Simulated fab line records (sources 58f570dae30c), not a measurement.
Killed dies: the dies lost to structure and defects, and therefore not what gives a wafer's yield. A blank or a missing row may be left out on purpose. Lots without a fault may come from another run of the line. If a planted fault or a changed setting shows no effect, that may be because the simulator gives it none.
Which tool was responsible? + flow berkeley cmos170 + 7 lots, 21 wafers sampled, at 3 steps of a route of 331

WHAT THE GAUGES SHOWED, per wafer
UCB170_NLDD_TW_MEAS_11.
| lot  | measured     | on            | NLDD_TW        |
|------|--------------|---------------|----------------|
| L610 | day 7 08:48  | film metro-01 | 2222 2216 2228 |
| L612 | day 7 14:52  | film metro-01 | 2229 2225 2220 |
| L615 | day 8 08:48  | film metro-01 | 2237 2232 2233 |
| L619 | day 8 15:45  | film metro-02 | 2226 2229 2218 |
| L624 | day 9 17:55  | film metro-02 | 2363 2356 2357 |
| L628 | day 10 11:37 | film metro-04 | 2202 2204 2199 |
| L630 | day 10 15:41 | film metro-01 | 2216 2225 2205 |

TOOL THAT RAN EACH LOT (tool first, then ch and the chambers of the sampled wafers, then the start)
| lot  | UCB170_NLDD_IMPLANT_08          | UCB170_NLDD_STRIP_10                 |
|------|---------------------------------|--------------------------------------|
| L610 | implanter-03 ch 0, day 7 08:24  | plasma asher-03 ch 0,1, day 7 08:42  |
| L612 | implanter-03 ch 0, day 7 14:29  | plasma asher-01 ch 0, day 7 14:46    |
| L615 | implanter-04 ch 0, day 8 08:24  | plasma asher-02 ch 0,1, day 8 08:42  |
| L619 | implanter-04 ch 0, day 8 15:23  | plasma asher-01 ch 0,1, day 8 15:40  |
| L624 | implanter-04 ch 0, day 9 17:31  | plasma asher-03 ch 0,1, day 9 17:49  |
| L628 | implanter-03 ch 0, day 10 11:13 | plasma asher-03 ch 0,1, day 10 11:31 |
| L630 | implanter-02 ch 0, day 10 15:17 | plasma asher-03 ch 0,1, day 10 15:35 |
- UCB170_NLDD_IMPLANT_08
- UCB170_NLDD_STRIP_10: strips in O2.

THE ANSWER, worked out from the rows above alone
Rule: usual is defined by the lots themselves. Put in order of their means at a reading, lots are off if they are a third of the lots or fewer, leave a main group of 4 or more, and stand apart from it by a gap of 3 or more times the standard deviation of the main group's means; of several such gaps the widest counts. The tables above print the reading to a certain number of digits; a main group whose means all agree to those digits is not used. A lot without any number at a reading at which 4 lots or more have one is off too. The other lots that the step has rows for count as sound.
Off: L624, at UCB170_NLDD_TW_MEAS_11 (NLDD_TW). The main group has a mean of 2220 with a standard deviation of 10.
If a tool, at a process step before that reading, ran all the lots that are off and no sound lot after the first of them, it fits. The gauges at UCB170_NLDD_TW_MEAS_11 are tried like those tools. This does not decide it: 2 tools fit, namely implanter-04 at UCB170_NLDD_IMPLANT_08 and film metro-02 at UCB170_NLDD_TW_MEAS_11.

WHAT WAS PUT IN BY THE SIMULATOR
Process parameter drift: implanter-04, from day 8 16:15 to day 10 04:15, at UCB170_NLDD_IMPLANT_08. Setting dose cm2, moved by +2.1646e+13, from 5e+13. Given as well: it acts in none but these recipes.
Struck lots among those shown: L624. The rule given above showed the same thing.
